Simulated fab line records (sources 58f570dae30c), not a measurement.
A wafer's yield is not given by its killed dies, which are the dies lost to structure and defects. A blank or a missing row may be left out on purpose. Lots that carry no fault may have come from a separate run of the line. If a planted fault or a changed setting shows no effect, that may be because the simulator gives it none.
Which tool did it?	flow berkeley cmos170	Sampling: 7 lots, 21 wafers, 2 of 331 route steps

## WHAT EACH GAUGE READ, for each wafer
UCB170_V1_OVL_MEAS_13.
lot	measured	on	V1_OVL (nm)
L974	day 8 15:26	overlay-01	-1 4 4
L980	day 9 16:23	overlay-01	5 -2 10
L985	day 10 13:21	overlay-01	2 1 8
L988	day 11 02:46	overlay-02	-1 11 2
L994	day 12 03:42	overlay-01	1 -2 -2
L993	day 12 05:53	overlay-02	3 -3 -10
L997	day 12 21:28	overlay-01	-8 -4 -1

## WHAT TOOL EACH LOT RAN ON (gives the tool, then ch and the chambers of the sampled wafers, and finally the start)
lot	UCB170_M1_ETCH_11
L974	rie diel-02 ch 1,2,3, day 8 11:01
L980	rie diel-03 ch 2,3, day 9 11:41
L985	rie diel-02 ch 0,1,3, day 10 09:32
L988	rie diel-03 ch 0,1, day 10 21:40
L994	rie diel-01 ch 1,2,3, day 11 23:49
L993	rie diel-03 ch 0,2,3, day 12 00:18
L997	rie diel-01 ch 0,2, day 12 17:13
- UCB170_M1_ETCH_11: etches BARC in N2/H2.

## THE ANSWER, worked out from the rows above alone
Rule: the lots themselves supply what counts as usual. The widest of any qualifying gaps counts: lots, ordered by their means at a reading, are off when they make up no more than a third of the lots, leave a main group of 4 or more, and stand apart from it by 3 or more times the standard deviation of that group's means. The tables above print the reading to a certain number of digits; a main group whose means all agree to those digits is not used. Also off: a lot with no number at a reading for which 4 or more lots have one. Any other lot the step has rows for is counted as sound.
Across all readings shown, no lot is off: no conclusion can be drawn from this.

## WHAT WAS PUT IN BY THE SIMULATOR
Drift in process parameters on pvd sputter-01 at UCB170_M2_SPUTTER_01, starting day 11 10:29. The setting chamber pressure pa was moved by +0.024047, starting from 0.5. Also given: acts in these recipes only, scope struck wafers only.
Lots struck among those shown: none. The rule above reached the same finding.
